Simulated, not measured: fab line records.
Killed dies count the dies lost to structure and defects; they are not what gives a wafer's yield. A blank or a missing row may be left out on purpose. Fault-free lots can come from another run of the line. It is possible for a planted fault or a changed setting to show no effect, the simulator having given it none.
Which tool is to blame? | flow rit-cmos | 14 lots with 42 wafers sampled at 4 steps, on a route of 202 steps

WHAT EACH GAUGE READ, for each wafer
RIT_ACTIVE_CD_MEAS_11: target cd 1400 nm. Usual: cd-nm reads 1400.0 nm (standard deviation 2.2).
lot  | measured    | on        | cd-nm (nm)           | flag
L853 | day 1 14:35 | cd-sem-01 | 1400.2 1395.6 1397.9 |
L854 | day 1 19:26 | cd-sem-02 | 1401.2 1401.7 1402.2 |
L857 | day 2 11:10 | cd-sem-02 | 1395.6 1392.9 1396.1 |
L858 | day 2 15:50 | cd-sem-01 | 1398.8 1397.9 1394.5 |
L859 | day 2 21:44 | cd-sem-02 | 1400.4 1403.0 1402.5 |
L860 | day 3 01:41 | cd-sem-02 | 1398.8 1401.4 1401.8 |
L862 | day 3 11:34 | cd-sem-02 | 1398.4 1402.2 1402.2 |
L863 | day 3 16:31 | cd-sem-02 | 1400.2 1399.2 1400.7 |
L864 | day 3 21:26 | cd-sem-01 | 1402.0 1400.1 1402.1 |
L872 | day 5 15:36 | cd-sem-01 | 1398.3 1397.6 1396.6 |
L873 | day 5 18:45 | cd-sem-01 | 1400.5 1399.2 1402.8 |
L874 | day 6 00:09 | cd-sem-01 | 1397.5 1398.2 1400.4 |
L875 | day 6 04:35 | cd-sem-01 | 1401.2 1399.6 1400.3 |
L876 | day 6 09:35 | cd-sem-01 | 1402.4 1403.2 1404.0 |

RIT_GATE_THK_MEAS_09. Usual: GATE_POLY_THK typically reads 249.3 nm, with standard deviation 2.6.
lot  | measured    | on            | GATE_POLY_THK (nm) | flag
L853 | day 2 12:55 | film-metro-01 | 250.1 249.6 249.1  |
L854 | day 2 16:09 | film-metro-04 | 248.4 247.7 248.4  |
L857 | day 3 08:22 | film-metro-04 | 251.3 252.7 253.7  |
L858 | day 3 16:04 | film-metro-01 | 250.2 248.1 247.3  |
L859 | day 3 17:50 | film-metro-01 | 250.1 249.1 250.7  |
L860 | day 3 23:10 | film-metro-01 | 244.5 245.0 243.8  |
L862 | day 4 13:14 | film-metro-01 | 246.2 247.7 244.5  |
L863 | day 4 14:52 | film-metro-01 | 250.1 249.9 248.8  |
L864 | day 4 18:44 | film-metro-01 | 249.2 249.1 248.6  |
L872 | day 6 12:10 | film-metro-04 | 246.3 246.9 247.0  |
L873 | day 6 15:44 | film-metro-01 | 257.0 253.9 253.9  |
L874 | day 6 21:18 | film-metro-03 | 248.5 246.8 246.7  |
L875 | day 7 01:55 | film-metro-03 | 252.8 251.7 250.8  |
L876 | day 7 06:09 | film-metro-01 | 249.7 252.0 249.3  |

TOOL THAT RAN EACH LOT (tool first, then ch and the chambers of the sampled wafers, then the start)
lot  | RIT_ACTIVE_CLEAN_15            | RIT_PRETRO_STRIP_09
L853 | wet-bench-01 ch 0, day 1 15:16 | plasma-asher-01 ch 0,1, day 2 09:11
L854 | wet-bench-01 ch 0, day 1 20:08 | plasma-asher-01 ch 0,1, day 2 12:09
L857 | wet-bench-04 ch 0, day 2 11:51 | plasma-asher-04 ch 0,1, day 3 03:50
L858 | wet-bench-04 ch 3, day 2 16:31 | plasma-asher-04 ch 0,1, day 3 10:17
L859 | wet-bench-03 ch 2, day 2 22:26 | plasma-asher-01 ch 0,1, day 3 14:07
L860 | wet-bench-04 ch 1, day 3 02:23 | plasma-asher-02 ch 0,1, day 3 18:05
L862 | wet-bench-03 ch 2, day 3 12:16 | plasma-asher-04 ch 0,1, day 4 05:04
L863 | wet-bench-01 ch 3, day 3 17:13 | plasma-asher-02 ch 0, day 4 09:34
L864 | wet-bench-04 ch 3, day 3 22:10 | plasma-asher-02 ch 0,1, day 4 14:38
L872 | wet-bench-04 ch 2, day 5 16:17 | plasma-asher-02 ch 0, day 6 08:26
L873 | wet-bench-01 ch 0, day 5 19:23 | plasma-asher-02 ch 0,1, day 6 12:03
L874 | wet-bench-04 ch 2, day 6 00:51 | plasma-asher-01 ch 0,1, day 6 17:10
L875 | wet-bench-01 ch 2, day 6 05:16 | plasma-asher-02 ch 0,1, day 6 22:08
L876 | wet-bench-04 ch 3, day 6 10:17 | plasma-asher-02 ch 0,1, day 7 02:23
- RIT_ACTIVE_CLEAN_15: cleans in SC1, time 600 s.
- RIT_PRETRO_STRIP_09: strips in O2, time 180 s.

WHAT THE TOOLS THEMSELVES READ (means of the sampled wafers that have a number; where no wafer has one, the mark that the record gives instead)
RIT_ACTIVE_CLEAN_15. Usual: bath-guard-temp-C 74.7 C, standard deviation 0.63; bath-heat-duty-pct 15.7 %, standard deviation 1.8.
lot  | tool         | bath-guard-temp-C (C) | bath-heat-duty-pct (%) | flag
L853 | wet-bench-01 | 74.4                  | 16.6                   |
L854 | wet-bench-01 | 74.5                  | 16.8                   |
L857 | wet-bench-04 | 74.8                  | 16.0                   |
L858 | wet-bench-04 | 74.5                  | 17.4                   |
L859 | wet-bench-03 | 75.8                  | 16.5                   |
L860 | wet-bench-04 | 75.1                  | 18.4                   |
L862 | wet-bench-03 | 76.0                  | 15.5                   |
L863 | wet-bench-01 | -                     | -                      | OFF
L864 | wet-bench-04 | -                     | -                      | OFF
L872 | wet-bench-04 | 74.4                  | 12.7                   |
L873 | wet-bench-01 | 74.6                  | 16.1                   |
L874 | wet-bench-04 | 74.4                  | 12.2                   |
L875 | wet-bench-01 | 73.9                  | 15.6                   |
L876 | wet-bench-04 | 74.3                  | 16.1                   |

RIT_PRETRO_STRIP_09. Usual: drypump-motor-current-A 5.5 A, standard deviation 0.62; rf-refl-power-W 7.0 W, standard deviation 1.1.
lot  | tool            | drypump-motor-current-A (A) | rf-refl-power-W (W) | flag
L853 | plasma-asher-01 | 6.2                         | 6.3                 |
L854 | plasma-asher-01 | 6.2                         | 6.3                 |
L857 | plasma-asher-04 | 5.4                         | 7.5                 |
L858 | plasma-asher-04 | 5.8                         | 6.5                 |
L859 | plasma-asher-01 | 6.1                         | 7.2                 |
L860 | plasma-asher-02 | 5.4                         | 7.4                 |
L862 | plasma-asher-04 | 5.4                         | 7.3                 |
L863 | plasma-asher-02 | 5.7                         | 7.9                 |
L864 | plasma-asher-02 | 5.1                         | 6.9                 |
L872 | plasma-asher-02 | 5.7                         | 8.0                 |
L873 | plasma-asher-02 | 5.0                         | 6.8                 |
L874 | plasma-asher-01 | 6.3                         | 6.3                 |
L875 | plasma-asher-02 | 5.4                         | 7.6                 |
L876 | plasma-asher-02 | 5.4                         | 7.2                 |

THE ANSWER, worked out from the rows above alone
Rule: a lot is off if the mean of its wafers that have a number lies more than 3 standard deviations from the usual mean. Also off: a lot with no number at a reading for which 4 or more lots have one. All remaining lots with rows at the step are treated as sound. First the gauges in route order, then the tools' own readings, where a lot's mean is used as printed above. The first step at which some lot is off is used, and at that step the reading that is off furthest; a lot without a number counts as furthest.
Off: L863, L864, at RIT_ACTIVE_CLEAN_15 (bath-guard-temp-C). Without a number there: L863, L864.
A tool fits if, at that step or a process step before it, it ran every lot that is off, and no sound lot after the first of them. Of those tried, none fits.

WHAT THE SIMULATOR PUT IN
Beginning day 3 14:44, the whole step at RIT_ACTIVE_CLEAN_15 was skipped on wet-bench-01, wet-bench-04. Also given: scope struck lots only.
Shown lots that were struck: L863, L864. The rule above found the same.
